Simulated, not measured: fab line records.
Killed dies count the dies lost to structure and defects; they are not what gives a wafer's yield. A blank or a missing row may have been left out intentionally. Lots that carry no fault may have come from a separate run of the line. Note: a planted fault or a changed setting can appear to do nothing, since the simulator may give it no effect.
Which tool did it? | flow rit_cmos | Sampling: 15 lots, 45 wafers, 5 of 202 route steps

== WHAT EACH GAUGE READ, for each wafer ==
No reading from a measuring or inspecting step in the record can be judged against a usual standard deviation.

== TOOL THAT RAN EACH LOT (tool first, then ch and the chambers of the sampled wafers, then the start) ==
lot  | RIT_ACTIVE_STRIP_14                 | RIT_GATE_ETCH_19                | RIT_GATE_STRIP_20                   | RIT_CONTACT_CLEAN_13           | RIT_M1_PROBE_99
L889 | plasma_asher-04 ch 0,1, day 1 14:56 | rie_si-02 ch 1,2, day 2 14:55   | plasma_asher-03 ch 0,1, day 2 15:02 | wet_bench-03 ch 3, day 3 07:30 | -
L891 | plasma_asher-01 ch 0,1, day 2 01:53 | rie_si-02 ch 1,2,3, day 3 04:05 | plasma_asher-02 ch 0,1, day 3 04:11 | wet_bench-04 ch 2, day 3 20:02 | prober-02, day 4 00:37
L892 | plasma_asher-01 ch 0,1, day 2 06:01 | rie_si-01 ch 0,2,3, day 3 05:58 | plasma_asher-02 ch 0,1, day 3 06:08 | wet_bench-03 ch 1, day 3 22:22 | -
L893 | plasma_asher-03 ch 0,1, day 2 11:38 | rie_si-02 ch 0,1,3, day 3 10:24 | plasma_asher-01 ch 0,1, day 3 10:31 | wet_bench-01 ch 3, day 4 03:01 | -
L894 | plasma_asher-04 ch 0,1, day 2 16:25 | rie_si-01 ch 1,3, day 3 18:53   | plasma_asher-01 ch 0,1, day 3 19:04 | wet_bench-04 ch 3, day 4 09:53 | -
L895 | plasma_asher-04 ch 0,1, day 2 22:50 | rie_si-02 ch 1,2,3, day 3 21:00 | plasma_asher-02 ch 0,1, day 3 21:10 | wet_bench-03 ch 2, day 4 13:41 | -
L904 | plasma_asher-04 ch 1, day 4 18:50   | rie_si-02 ch 2,3, day 6 07:52   | plasma_asher-01 ch 0,1, day 6 07:58 | wet_bench-01 ch 1, day 7 00:16 | prober-02, day 7 04:41
L905 | plasma_asher-04 ch 0,1, day 5 03:11 | rie_si-02 ch 0,2,3, day 6 12:13 | plasma_asher-01 ch 0,1, day 6 12:19 | wet_bench-04 ch 0, day 7 05:53 | prober-02, day 7 10:16
L906 | plasma_asher-04 ch 1, day 5 07:15   | rie_si-01 ch 1,2, day 6 12:29   | plasma_asher-03 ch 0,1, day 6 12:36 | wet_bench-03 ch 2, day 7 06:02 | -
L907 | plasma_asher-01 ch 0,1, day 5 11:53 | rie_si-02 ch 0,1,3, day 6 21:56 | plasma_asher-02 ch 0,1, day 6 22:06 | wet_bench-04 ch 3, day 7 16:41 | -
L908 | plasma_asher-03 ch 0,1, day 5 18:19 | rie_si-01 ch 0,1,2, day 7 06:34 | plasma_asher-01 ch 0,1, day 7 06:44 | wet_bench-04 ch 1, day 7 23:23 | -
L909 | plasma_asher-03 ch 0,1, day 6 00:38 | rie_si-01 ch 1,2,3, day 7 06:10 | plasma_asher-02 ch 0,1, day 7 06:16 | wet_bench-03 ch 0, day 7 23:38 | -
L910 | plasma_asher-01 ch 0,1, day 6 00:53 | rie_si-02 ch 0,1,3, day 7 06:25 | plasma_asher-03 ch 0,1, day 7 06:31 | wet_bench-01 ch 2, day 8 01:14 | -
L911 | plasma_asher-04 ch 0,1, day 6 10:04 | rie_si-01 ch 1,2, day 7 12:57   | plasma_asher-02 ch 0,1, day 7 13:07 | wet_bench-04 ch 2, day 8 07:06 | -
L912 | plasma_asher-03 ch 0,1, day 6 10:17 | rie_si-02 ch 1,2, day 7 12:48   | plasma_asher-03 ch 0, day 7 12:55   | wet_bench-01 ch 1, day 8 04:55 | -
- RIT_ACTIVE_STRIP_14: strips in O2, time 180 s.
- RIT_GATE_ETCH_19: etches poly-Si in SF6/CHF3/O2, stops on SiO2, time 165 s, target depth 312.5 nm.
- RIT_GATE_STRIP_20: strips in O2, time 180 s.
- RIT_CONTACT_CLEAN_13: cleans in SC1, time 600 s.
- RIT_M1_PROBE_99

== WHAT THE TOOLS THEMSELVES READ (means of the sampled wafers that have a number; where no wafer has one, the mark that the record gives instead) ==
RIT_ACTIVE_STRIP_14. Usual: drypump_motor_current_A 5.5 A, standard deviation 0.39; o2_flow_sccm 3998 sccm, standard deviation 12.
lot  | tool            | drypump_motor_current_A (A) | o2_flow_sccm (sccm) | flag
L889 | plasma_asher-04 | 5.3                         | 3992                |
L891 | plasma_asher-01 | 5.7                         | 3982                |
L892 | plasma_asher-01 | 5.6                         | 3992                |
L893 | plasma_asher-03 | 6.3                         | 4001                |
L894 | plasma_asher-04 | 5.2                         | 3997                |
L895 | plasma_asher-04 | 5.2                         | 3995                |
L904 | plasma_asher-04 | 5.1                         | 3992                |
L905 | plasma_asher-04 | 5.3                         | 3995                |
L906 | plasma_asher-04 | 5.2                         | 3989                |
L907 | plasma_asher-01 | 5.6                         | 3989                |
L908 | plasma_asher-03 | 6.1                         | 4007                |
L909 | plasma_asher-03 | 6.2                         | 3994                |
L910 | plasma_asher-01 | 5.7                         | 4008                |
L911 | plasma_asher-04 | 5.2                         | 3989                |
L912 | plasma_asher-03 | 6.3                         | 4006                |

RIT_GATE_ETCH_19. Usual: drypump_motor_current_A 5.87 A, standard deviation 0.26; oes_product_au 0.848 a.u., standard deviation 0.015; throttle_valve_pct 10.25 %, standard deviation 0.14.
lot  | tool      | drypump_motor_current_A (A) | oes_product_au (a.u.) | throttle_valve_pct (%) | flag
L889 | rie_si-02 | 5.75                        | 0.852                 | 10.44                  |
L891 | rie_si-02 | 5.80                        | 0.853                 | 10.30                  |
L892 | rie_si-01 | 5.77                        | 0.857                 | 10.20                  |
L893 | rie_si-02 | 6.01                        | 0.852                 | 10.34                  |
L894 | rie_si-01 | 6.02                        | 0.846                 | 10.15                  |
L895 | rie_si-02 | 5.79                        | 0.854                 | 10.30                  |
L904 | rie_si-02 | 5.86                        | 0.851                 | 10.14                  |
L905 | rie_si-02 | 5.88                        | 0.847                 | 10.26                  |
L906 | rie_si-01 | 6.00                        | 0.840                 | 10.13                  |
L907 | rie_si-02 | 6.02                        | 0.859                 | 10.35                  |
L908 | rie_si-01 | 5.79                        | 0.839                 | 10.15                  |
L909 | rie_si-01 | 5.97                        | 0.858                 | 10.18                  |
L910 | rie_si-02 | 6.03                        | 0.851                 | 10.34                  |
L911 | rie_si-01 | 6.01                        | 0.838                 | 10.13                  |
L912 | rie_si-02 | 5.61                        | 0.860                 | 10.36                  |

RIT_GATE_STRIP_20. Usual: drypump_motor_current_A 6.1 A, standard deviation 0.38; o2_flow_sccm 4002 sccm, standard deviation 12.
lot  | tool            | drypump_motor_current_A (A) | o2_flow_sccm (sccm) | flag
L889 | plasma_asher-03 | 6.3                         | 4009                |
L891 | plasma_asher-02 | 6.4                         | 4014                |
L892 | plasma_asher-02 | 6.4                         | 3999                |
L893 | plasma_asher-01 | 5.6                         | 4001                |
L894 | plasma_asher-01 | 5.6                         | 3995                |
L895 | plasma_asher-02 | 6.4                         | 4005                |
L904 | plasma_asher-01 | 5.7                         | 3991                |
L905 | plasma_asher-01 | 5.6                         | 4010                |
L906 | plasma_asher-03 | 6.2                         | 4005                |
L907 | plasma_asher-02 | 6.5                         | 4001                |
L908 | plasma_asher-01 | 5.6                         | 3984                |
L909 | plasma_asher-02 | 6.4                         | 3998                |
L910 | plasma_asher-03 | 6.1                         | 3990                |
L911 | plasma_asher-02 | 6.4                         | 3999                |
L912 | plasma_asher-03 | 6.0                         | 4007                |

RIT_CONTACT_CLEAN_13. Usual: bath_guard_temp_C 75.1 C, standard deviation 0.5; bath_heat_duty_pct 15.1 %, standard deviation 1.5.
lot  | tool         | bath_guard_temp_C (C) | bath_heat_duty_pct (%) | flag
L889 | wet_bench-03 | 75.9                  | 17.0                   |
L891 | wet_bench-04 | 75.4                  | 14.3                   |
L892 | wet_bench-03 | 74.4                  | 14.5                   |
L893 | wet_bench-01 | -                     | -                      | OFF
L894 | wet_bench-04 | -                     | -                      | OFF
L895 | wet_bench-03 | -                     | -                      | OFF
L904 | wet_bench-01 | 74.8                  | 14.0                   |
L905 | wet_bench-04 | 74.4                  | 16.7                   |
L906 | wet_bench-03 | 74.3                  | 16.1                   |
L907 | wet_bench-04 | 75.6                  | 15.3                   |
L908 | wet_bench-04 | 74.9                  | 15.7                   |
L909 | wet_bench-03 | 75.2                  | 14.0                   |
L910 | wet_bench-01 | 75.4                  | 15.2                   |
L911 | wet_bench-04 | 75.6                  | 14.2                   |
L912 | wet_bench-01 | 74.4                  | 12.8                   |

RIT_M1_PROBE_99. Usual: killed_at_M0_to_M3 0.0, standard deviation 0.12; killed_at_contacts 0.1, standard deviation 0.23; killed_at_front_end 6.6, standard deviation 2.9; killed_dies 6.7, standard deviation 3; killed_open 3.5, standard deviation 2.1; killed_short 3.2, standard deviation 1.8.
lot  | tool      | killed_at_M0_to_M3 | killed_at_contacts | killed_at_front_end | killed_dies | killed_open | killed_short | flag
L891 | prober-02 | 0.0                | 0.0                | 4.3                 | 4.3         | 2.0         | 2.3          |
L904 | prober-02 | 0.0                | 0.0                | 2.3                 | 2.3         | 1.0         | 1.3          |
L905 | prober-02 | 0.0                | 0.0                | 5.0                 | 5.0         | 3.7         | 1.3          |

== THE ANSWER, worked out from the rows above alone ==
Rule: lot off if the mean of its wafers having a number is beyond 3 standard deviations from the usual mean. A lot without any number at a reading at which 4 lots or more have one is off too. Any other lot the step has rows for is counted as sound. Order of review: gauges by route order, followed by the tools' own readings, for which a lot's mean as printed above is used. At the first step where some lot is off, the reading lying furthest off is the one used; lots without a number count as furthest.
Off: L893, L894, L895, at RIT_CONTACT_CLEAN_13 (bath_guard_temp_C). Without a number there: L893, L894, L895.
If a tool, at that step or one of the process steps before it, ran each lot that is off and ran no sound lot following the first of them, it fits. No candidate that was tried fits.

== WHAT THE SIMULATOR HAD PUT IN ==
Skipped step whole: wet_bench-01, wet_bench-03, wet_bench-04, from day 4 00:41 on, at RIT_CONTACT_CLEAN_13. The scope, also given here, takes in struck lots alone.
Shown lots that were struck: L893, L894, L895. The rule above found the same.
